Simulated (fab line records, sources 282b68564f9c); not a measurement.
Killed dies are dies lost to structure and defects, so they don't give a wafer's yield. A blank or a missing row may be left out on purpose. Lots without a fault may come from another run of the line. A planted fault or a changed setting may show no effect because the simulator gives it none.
One fault seen from 2 desks | flow rit_cmos | each desk has only its own numbers; what lay behind them comes last

THE TOOL OWNER'S DESK: rtp_anneal-02
The tool's own readings at RIT_SILICIDE_RTA_06 (time 10 s, ramp up 5 s, ramp down 10 s): means of the sampled wafers that have a number, for each lot that ran on this tool. A lot is out of limits, marked OUT, if its mean lies more than 4 standard deviations from the usual mean; the brackets give that distance.
Columns: A = wafer_temp_C_max at RIT_SILICIDE_RTA_06, usual 753.3
lot  | first seen here | A
L482 | day 4 22:19     | 753.2
L484 | day 5 08:26     | 750.0 (-4.3) OUT
L485 | day 5 08:40     | 749.7 (-4.6) OUT
L487 | day 6 11:29     | 749.1 (-5.4) OUT
This desk's finding: out of limits on L484, L485, L487; first on L484, day 5 08:26 (wafer_temp_C_max at RIT_SILICIDE_RTA_06). In limits: L482.

THE METROLOGY DESK
What the gauges read, lot by lot, whatever tool the lot ran on: means of the sampled wafers that have a number. A lot is out of limits, marked OUT, if its mean lies more than 4 standard deviations from the usual mean; the brackets give that distance.
Columns: A = PSD_RS at RIT_SDANNEAL_RS_MEAS_04, usual 116.5 ohm/sq; B = NSD_RS at RIT_SDANNEAL_RS_MEAS_05, usual 84.58 ohm/sq; C = PLDD_RS at RIT_SDANNEAL_RS_MEAS_06, usual 178.8 ohm/sq; D = NLDD_RS at RIT_SDANNEAL_RS_MEAS_07, usual 151.7 ohm/sq; E = SILICIDE_TI_RS at RIT_SILICIDE_RS_MEAS_02, usual 50.1 ohm/sq; F = SILICIDE_TI_THK at RIT_SILICIDE_THK_MEAS_03, usual 28.2 nm
lot  | first seen here | A     | B     | C     | D     | E    | F
L477 | day 3 17:01     | 116.7 | 84.73 | 178.3 | 152.3 | 49.3 | 28.6
L482 | day 4 21:25     | 116.7 | 84.56 | 178.8 | 152.1 | 49.8 | 28.2
L484 | day 5 07:22     | 116.9 | 84.82 | 179.4 | 152.8 | 50.4 | 28.4
L485 | day 5 07:44     | 116.3 | 84.28 | 178.8 | 151.6 | 49.7 | 28.6
L487 | day 6 10:34     | 116.5 | 84.65 | 179.2 | 151.2 | 51.2 | 27.8
L496 | day 7 22:18     | 116.1 | 84.57 | 178.2 | 150.9 | 50.1 | 28.3
L497 | day 8 04:03     | 116.9 | 83.97 | 178.9 | 151.2 | 50.4 | 28.0
This desk's finding: nothing out of limits on any of the 7 lots.

PUT TOGETHER
The tool owner's desk could have raised an alarm at day 5 08:26, on L484, L485, L487.
The metrology desk saw nothing out of limits.
The metrology desk has L484, L485, L487 on record, within its limits.
Of the lots named, all ran RIT_SILICIDE_RTA_06 on rtp_anneal-02.

WHAT THE SIMULATOR HAD PUT IN
Process parameter drift: rtp_anneal-02, from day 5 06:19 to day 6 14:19, at RIT_SILICIDE_RTA_06. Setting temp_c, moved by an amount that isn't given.
Lots struck among those shown: L484, L485, L487.
Hours from the fault's start to each desk's first reading out of limits: the tool owner's desk, 2.
